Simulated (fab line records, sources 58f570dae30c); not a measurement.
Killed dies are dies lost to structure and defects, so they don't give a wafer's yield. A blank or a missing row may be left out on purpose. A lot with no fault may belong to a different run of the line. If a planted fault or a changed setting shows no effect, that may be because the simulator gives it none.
Which of the tools did it? / flow berkeley-cmos170 / 42 wafers from 14 lots sampled at 6 of the route's 331 steps

== WHAT EACH GAUGE READ, for each wafer ==
UCB170_NLDD_TW_MEAS_11.
lot=L495; measured=day 6 03:27; on=film-metro-03; NLDD_TW=2225 2229 2227
lot=L497; measured=day 6 04:03; on=film-metro-04; NLDD_TW=2220 2220 2216
lot=L500; measured=day 7 08:34; on=film-metro-04; NLDD_TW=2201 2188 2196
lot=L501; measured=day 7 09:15; on=film-metro-01; NLDD_TW=2212 2219 2222
lot=L502; measured=day 7 19:32; on=film-metro-01; NLDD_TW=2217 2218 2211
lot=L503; measured=day 8 10:25; on=film-metro-04; NLDD_TW=2210 2226 2217
lot=L505; measured=day 8 10:41; on=film-metro-01; NLDD_TW=2218 2217 2228
lot=L506; measured=day 8 18:51; on=film-metro-03; NLDD_TW=2209 2208 2215
lot=L507; measured=day 8 19:07; on=film-metro-04; NLDD_TW=2209 2221 2222
lot=L510; measured=day 9 02:42; on=film-metro-01; NLDD_TW=2068 2046 2042
lot=L508; measured=day 9 03:26; on=film-metro-01; NLDD_TW=2051 2048 2047
lot=L515; measured=day 10 13:25; on=film-metro-01; NLDD_TW=2212 2192 2214
lot=L516; measured=day 11 00:00; on=film-metro-04; NLDD_TW=2217 2221 2221
lot=L518; measured=day 11 14:29; on=film-metro-01; NLDD_TW=2207 2218 2220

UCB170_SDANNEAL_RS_MEAS_05: uses a four-point probe to measure.
lot=L495; measured=day 6 12:36; on=film-metro-03; NLDD_RS (ohm/sq)=616.3 616.1 618.1
lot=L497; measured=day 6 13:27; on=film-metro-04; NLDD_RS (ohm/sq)=615.6 614.6 614.9
lot=L500; measured=day 7 18:37; on=film-metro-03; NLDD_RS (ohm/sq)=616.7 618.3 616.3
lot=L501; measured=day 7 18:47; on=film-metro-04; NLDD_RS (ohm/sq)=614.2 614.7 615.2
lot=L502; measured=day 8 08:01; on=film-metro-04; NLDD_RS (ohm/sq)=614.2 614.8 613.8
lot=L503; measured=day 8 20:27; on=film-metro-03; NLDD_RS (ohm/sq)=613.5 613.4 614.4
lot=L505; measured=day 8 20:39; on=film-metro-01; NLDD_RS (ohm/sq)=615.7 616.2 616.6
lot=L506; measured=day 9 05:16; on=film-metro-04; NLDD_RS (ohm/sq)=616.8 614.5 615.1
lot=L507; measured=day 9 04:52; on=film-metro-03; NLDD_RS (ohm/sq)=613.7 614.9 616.8
lot=L510; measured=day 9 11:29; on=film-metro-01; NLDD_RS (ohm/sq)=729.7 731.9 730.6
lot=L508; measured=day 9 14:13; on=film-metro-01; NLDD_RS (ohm/sq)=729.9 731.9 731.7
lot=L515; measured=day 11 01:13; on=film-metro-01; NLDD_RS (ohm/sq)=616.0 618.6 616.7
lot=L516; measured=day 11 10:55; on=film-metro-04; NLDD_RS (ohm/sq)=615.1 614.9 616.0
lot=L518; measured=day 12 00:35; on=film-metro-04; NLDD_RS (ohm/sq)=616.4 614.9 615.6

UCB170_M1_CD_MEAS_09: the cd target is 700 nm.
lot=L495; measured=day 6 21:04; on=cd-sem-01; cd-nm (nm)=699.2 698.1 699.0
lot=L497; measured=day 6 21:10; on=cd-sem-02; cd-nm (nm)=698.8 697.5 697.8
lot=L500; measured=day 8 03:25; on=cd-sem-02; cd-nm (nm)=700.1 700.1 698.8
lot=L501; measured=day 8 03:48; on=cd-sem-01; cd-nm (nm)=701.5 701.1 700.4
lot=L502; measured=day 8 14:06; on=cd-sem-02; cd-nm (nm)=698.7 700.7 700.4
lot=L503; measured=day 9 04:52; on=cd-sem-01; cd-nm (nm)=700.7 699.4 699.3
lot=L505; measured=day 9 05:13; on=cd-sem-01; cd-nm (nm)=700.6 701.4 699.8
lot=L506; measured=day 9 13:23; on=cd-sem-01; cd-nm (nm)=697.4 696.6 696.8
lot=L507; measured=day 9 12:50; on=cd-sem-02; cd-nm (nm)=700.9 701.5 701.1
lot=L510; measured=day 9 19:57; on=cd-sem-02; cd-nm (nm)=699.6 699.3 698.7
lot=L508; measured=day 9 23:32; on=cd-sem-01; cd-nm (nm)=699.5 699.4 699.2
lot=L515; measured=day 11 09:20; on=cd-sem-02; cd-nm (nm)=699.1 701.5 699.3
lot=L516; measured=day 11 17:35; on=cd-sem-02; cd-nm (nm)=700.4 698.6 699.0
lot=L518; measured=day 12 08:56; on=cd-sem-02; cd-nm (nm)=699.0 698.0 698.9

UCB170_V1_THK_MEAS_04.
lot=L495; measured=day 7 04:11; on=film-metro-01; V1_POLISHED_THK (nm)=997.6 1000.6 1000.0
lot=L497; measured=day 7 04:11; on=film-metro-02; V1_POLISHED_THK (nm)=999.0 998.7 999.2
lot=L500; measured=day 8 10:52; on=film-metro-03; V1_POLISHED_THK (nm)=998.5 999.7 1001.7
lot=L501; measured=day 8 10:52; on=film-metro-01; V1_POLISHED_THK (nm)=999.3 997.5 1000.3
lot=L502; measured=day 8 18:37; on=film-metro-02; V1_POLISHED_THK (nm)=1000.2 1000.4 1000.2
lot=L503; measured=day 9 08:58; on=film-metro-01; V1_POLISHED_THK (nm)=1001.1 1001.1 1001.3
lot=L505; measured=day 9 08:41; on=film-metro-03; V1_POLISHED_THK (nm)=1001.4 998.9 999.3
lot=L506; measured=day 9 17:54; on=film-metro-02; V1_POLISHED_THK (nm)=1000.5 1001.7 1000.2
lot=L507; measured=day 9 17:49; on=film-metro-01; V1_POLISHED_THK (nm)=1001.6 1000.1 1000.4
lot=L510; measured=day 10 01:49; on=film-metro-01; V1_POLISHED_THK (nm)=1000.1 999.6 999.6
lot=L508; measured=day 10 09:21; on=film-metro-02; V1_POLISHED_THK (nm)=999.8 998.7 1000.8
lot=L515; measured=day 11 14:46; on=film-metro-02; V1_POLISHED_THK (nm)=1001.5 1001.2 999.2
lot=L516; measured=day 12 01:13; on=film-metro-02; V1_POLISHED_THK (nm)=1000.5 1000.2 999.4
lot=L518; measured=day 12 14:08; on=film-metro-02; V1_POLISHED_THK (nm)=1001.0 1002.1 998.7

UCB170_M2_RS_MEAS_02: uses a four-point probe to measure.
lot=L495; measured=day 7 06:20; on=film-metro-02; M2_AL_RS (ohm/sq)=0.0319 0.0320 0.0317
lot=L497; measured=day 7 06:28; on=film-metro-04; M2_AL_RS (ohm/sq)=0.0322 0.0325 0.0328
lot=L500; measured=day 8 12:39; on=film-metro-02; M2_AL_RS (ohm/sq)=0.0327 0.0325 0.0324
lot=L501; measured=day 8 12:54; on=film-metro-02; M2_AL_RS (ohm/sq)=0.0328 0.0326 0.0324
lot=L502; measured=day 8 22:34; on=film-metro-03; M2_AL_RS (ohm/sq)=0.0317 0.0322 0.0318
lot=L503; measured=day 9 13:26; on=film-metro-03; M2_AL_RS (ohm/sq)=0.0324 0.0325 0.0327
lot=L505; measured=day 9 13:43; on=film-metro-04; M2_AL_RS (ohm/sq)=0.0320 0.0315 0.0316
lot=L506; measured=day 9 20:44; on=film-metro-03; M2_AL_RS (ohm/sq)=0.0323 0.0323 0.0319
lot=L507; measured=day 9 20:56; on=film-metro-04; M2_AL_RS (ohm/sq)=0.0323 0.0321 0.0317
lot=L510; measured=day 10 03:37; on=film-metro-02; M2_AL_RS (ohm/sq)=0.0322 0.0329 0.0325
lot=L508; measured=day 10 11:32; on=film-metro-03; M2_AL_RS (ohm/sq)=0.0317 0.0317 0.0321
lot=L515; measured=day 11 16:36; on=film-metro-02; M2_AL_RS (ohm/sq)=0.0321 0.0319 0.0323
lot=L516; measured=day 12 05:51; on=film-metro-04; M2_AL_RS (ohm/sq)=0.0315 0.0316 0.0314
lot=L518; measured=day 12 16:16; on=film-metro-03; M2_AL_RS (ohm/sq)=0.0322 0.0323 0.0322

== WHICH TOOL RAN EACH LOT (tool, then ch and the chambers of the sampled wafers, then the start) ==
lot=L495; UCB170_NLDD_IMPLANT_09=implanter-01 ch 0, day 6 03:13
lot=L497; UCB170_NLDD_IMPLANT_09=implanter-01 ch 0, day 6 03:49
lot=L500; UCB170_NLDD_IMPLANT_09=implanter-03 ch 0, day 7 08:19
lot=L501; UCB170_NLDD_IMPLANT_09=implanter-04 ch 0, day 7 09:00
lot=L502; UCB170_NLDD_IMPLANT_09=implanter-03 ch 0, day 7 19:17
lot=L503; UCB170_NLDD_IMPLANT_09=implanter-03 ch 0, day 8 10:10
lot=L505; UCB170_NLDD_IMPLANT_09=implanter-01 ch 0, day 8 10:26
lot=L506; UCB170_NLDD_IMPLANT_09=implanter-03 ch 0, day 8 18:36
lot=L507; UCB170_NLDD_IMPLANT_09=implanter-01 ch 0, day 8 18:52
lot=L510; UCB170_NLDD_IMPLANT_09=implanter-03 ch 0, day 9 02:27
lot=L508; UCB170_NLDD_IMPLANT_09=implanter-03 ch 0, day 9 03:11
lot=L515; UCB170_NLDD_IMPLANT_09=implanter-04 ch 0, day 10 13:10
lot=L516; UCB170_NLDD_IMPLANT_09=implanter-01 ch 0, day 10 23:46
lot=L518; UCB170_NLDD_IMPLANT_09=implanter-04 ch 0, day 11 14:16
- UCB170_NLDD_IMPLANT_09

== AS READ BY THE TOOLS THEMSELVES (means over the sampled wafers that have a number; for cases with no such wafer, the mark the record gives instead) ==
UCB170_NLDD_IMPLANT_09.
lot=L495 tool=implanter-01 dose-ions-cm2=5.007e+13 faraday-current-uA=157
lot=L497 tool=implanter-01 dose-ions-cm2=5.004e+13 faraday-current-uA=158
lot=L500 tool=implanter-03 dose-ions-cm2=5.006e+13 faraday-current-uA=161
lot=L501 tool=implanter-04 dose-ions-cm2=5.000e+13 faraday-current-uA=160
lot=L502 tool=implanter-03 dose-ions-cm2=5.004e+13 faraday-current-uA=158
lot=L503 tool=implanter-03 dose-ions-cm2=5.001e+13 faraday-current-uA=157
lot=L505 tool=implanter-01 dose-ions-cm2=4.997e+13 faraday-current-uA=159
lot=L506 tool=implanter-03 dose-ions-cm2=4.994e+13 faraday-current-uA=159
lot=L507 tool=implanter-01 dose-ions-cm2=5.005e+13 faraday-current-uA=158
lot=L510 tool=implanter-03 dose-ions-cm2=2.749e+13 faraday-current-uA=88
lot=L508 tool=implanter-03 dose-ions-cm2=2.752e+13 faraday-current-uA=86
lot=L515 tool=implanter-04 dose-ions-cm2=5.004e+13 faraday-current-uA=161
lot=L516 tool=implanter-01 dose-ions-cm2=5.007e+13 faraday-current-uA=159
lot=L518 tool=implanter-04 dose-ions-cm2=5.002e+13 faraday-current-uA=156

== THE ANSWER, worked out from the rows above alone ==
Rule: usual is defined by the lots themselves. The widest of any qualifying gaps counts: lots, ordered by their means at a reading, are off when they make up no more than a third of the lots, leave a main group of 4 or more, and stand apart from it by 3 or more times the standard deviation of that group's means. A main group is skipped when, at the precision printed for the reading in the tables above, its means are all equal. Also off: a lot with no number at a reading for which 4 or more lots have one. Any other lot the step has rows for is counted as sound. First the gauges in route order, then the tools' own readings, where a lot's mean is used as printed above. The first step at which some lot is off is used, and at that step the reading that is off furthest; a lot without a number counts as furthest.
Off: L510, L508, seen at UCB170_NLDD_TW_MEAS_11 (NLDD_TW). Main group: mean 2215, sd 7.8.
A tool fits if, at a process step before that reading, it ran every lot that is off, and no sound lot after the first of them. The gauges at UCB170_NLDD_TW_MEAS_11 aren't tried: what is off there is off at UCB170_NLDD_IMPLANT_09 too, on other tools, and a gauge's error can't cause that. One fits: implanter-03 at UCB170_NLDD_IMPLANT_09. A fault onset in the window from L506 (day 8 18:36, its last sound lot) to L510 (day 9 02:27, its first lot off) fits.
The tool's own readings at UCB170_NLDD_IMPLANT_09 bear it out: on the lots that are off they differ by more than 5 times the standard deviation of the sound lots' means. dose-ions-cm2 reads 2.750e+13 there against 5.003e+13 on the sound lots; faraday-current-uA reads 87 there against 159 on the sound lots.

== WHAT THE SIMULATOR HAD INSERTED ==
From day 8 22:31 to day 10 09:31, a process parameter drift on implanter-03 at UCB170_NLDD_IMPLANT_09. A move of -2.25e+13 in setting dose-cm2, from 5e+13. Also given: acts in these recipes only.
Shown lots that were struck: L510, L508. The rule above reached the same finding.
